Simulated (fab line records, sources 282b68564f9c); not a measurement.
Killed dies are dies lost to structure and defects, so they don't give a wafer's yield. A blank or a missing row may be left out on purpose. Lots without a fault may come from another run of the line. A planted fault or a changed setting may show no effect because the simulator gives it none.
Which tool did it? | flow rit_cmos | 7 lots, 21 wafers sampled, at 1 step of a route of 202

WHAT THE GAUGES READ, wafer by wafer
RIT_NLDD_OVL_MEAS_06.
lot  | measured    | on         | NLDD_OVL (nm)
L996 | day 3 07:36 | overlay-01 | -1.9 -2.4 -1.6
L998 | day 3 19:09 | overlay-02 | -1.8 -0.8 -1.2
L101 | day 4 13:07 | overlay-01 | -3.7 -1.4 -2.1
L104 | day 5 00:03 | overlay-01 | -0.7 -1.4 1.0
L106 | day 5 10:37 | overlay-02 | 0.5 1.2 -0.7
L115 | day 7 00:48 | overlay-02 | 1.4 1.1 3.1
L117 | day 7 13:12 | overlay-01 | 0.2 -0.1 -0.3

WHICH TOOL RAN EACH LOT (tool, then ch and the chambers of the sampled wafers, then the start)
The record holds no process step before these readings.

THE ANSWER, worked out from the rows above alone
Rule: what is usual is taken from the lots themselves. Put in order of their means at a reading, lots are off if they are a third of the lots or fewer, leave a main group of 4 or more, and stand apart from it by a gap of 3 or more times the standard deviation of the main group's means; of several such gaps the widest counts. A main group whose means are all the same, to the digits that the tables above print for the reading, isn't used. A lot without any number at a reading at which 4 lots or more have one is off too. The other lots that the step has rows for count as sound.
No lot is off at any reading shown: from this, nothing can be told.

WHAT THE SIMULATOR HAD PUT IN
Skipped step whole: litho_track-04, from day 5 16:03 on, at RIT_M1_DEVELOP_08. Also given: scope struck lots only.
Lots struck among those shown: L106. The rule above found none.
